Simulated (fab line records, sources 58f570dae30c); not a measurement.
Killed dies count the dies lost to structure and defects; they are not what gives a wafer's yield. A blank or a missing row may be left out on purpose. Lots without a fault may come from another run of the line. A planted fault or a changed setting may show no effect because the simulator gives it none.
8D (eight disciplines) problem report, filled in by code ; flow berkeley-cmos170 ; the parts of the form that need people (team, actions taken, sign-off) are left out

## 1. THE ISSUE
Mean of tube-center-temp-C at UCB170_WELLDRIVE_ANNEAL_03: 1145 C across 9 wafers in 3 lots; on wafers with no fault it is 1100 C (standard deviation 0.097). So: +99 or more standard deviations from the usual mean.
The step: time 900 s.
Earliest sighting: wafer L553.1 on furnace-03 at day 6 02:09. The record has a number at this step for 45 wafers belonging to 15 lots. Rule for "out" (also "out of limits"): further than 4 standard deviations from the usual mean. Any other wafer with a number is counted as sound.

## 2. WHAT IT IS, WHAT IT ISN'T
question;is;is not
which readings at this step;tube-center-temp-C, spike-tc-centre-C, spike-tc-load-C, spike-tc-source-C, tube_center_temp_C_max;zone-power-load-pct
which lots;L553, L554, L555;L543, L544, L546, L548, L559, L560, L561, L562, L563, L564, L565, L566
which wafers of those lots;all that have a number;-
read on which tools;furnace-03;furnace-01, furnace-04
when;from day 6 02:09;"up to then (12 sound wafers); but 24 sound wafers of L559, L560, L561, L562, L563, L564, L565, L566 came after"

## 3. THE SUSPECTS, EACH WITH WHAT RULES IT OUT
Counting: a tool at any process step up to the reading remains a suspect when it ran all the lots that are out and ran no sound lot after the first of those.
- furnace-03 at UCB170_WELLDRIVE_ANNEAL_03 (time 900 s): kept. It ran every lot that is out, first L553 (day 6 02:09), and no sound lot after that; its last sound lot up to then is L546 (day 4 01:28). Out on those wafers are its own readings of spike-tc-centre-C, spike-tc-load-C, spike-tc-source-C, tube-center-temp-C, tube_center_temp_C_max.
The count leaves furnace-03 at UCB170_WELLDRIVE_ANNEAL_03.

## 4. THE CAUSE (what the simulator had put in)
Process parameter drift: furnace-03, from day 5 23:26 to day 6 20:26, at UCB170_WELLDRIVE_ANNEAL_03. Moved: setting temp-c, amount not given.
Only this tool survived the counting.

## 5. THE EFFECT CHAIN, in route order
One row per reading whose mean, taken over the struck wafers that have a number, lies over 3 standard deviations from the usual. Readings are gone through only where the record gives a usual standard deviation; hours: the median, over the lots, of the time from a lot's start at the first step in this table giving one to that lot's start at this step; sigmas: the change measured in usual standard deviations.
hours;step;reading;usual;on struck wafers;change;sigmas
0;UCB170_WELLDRIVE_ANNEAL_03;spike-tc-centre-C;1102.6 C;1147.0;+44.4;+37
0;UCB170_WELLDRIVE_ANNEAL_03;spike-tc-load-C;1125.4 C;1171.3;+45.9;+19
0;UCB170_WELLDRIVE_ANNEAL_03;spike-tc-source-C;1127 C;1174;+47;+13
0;UCB170_WELLDRIVE_ANNEAL_03;tube-center-temp-C;1100 C;1145;+45;+99 or more
0;UCB170_WELLDRIVE_ANNEAL_03;tube_center_temp_C_max;1102.8;1147.2;+44.4;+91
Its process steps:
- UCB170_WELLDRIVE_ANNEAL_03: time 900 s.

## 6. WHAT WOULD HAVE CAUGHT IT SOONER
3 hours passed between the start of the fault at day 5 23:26 and the first reading out of limits in this record, taken at day 6 02:09.
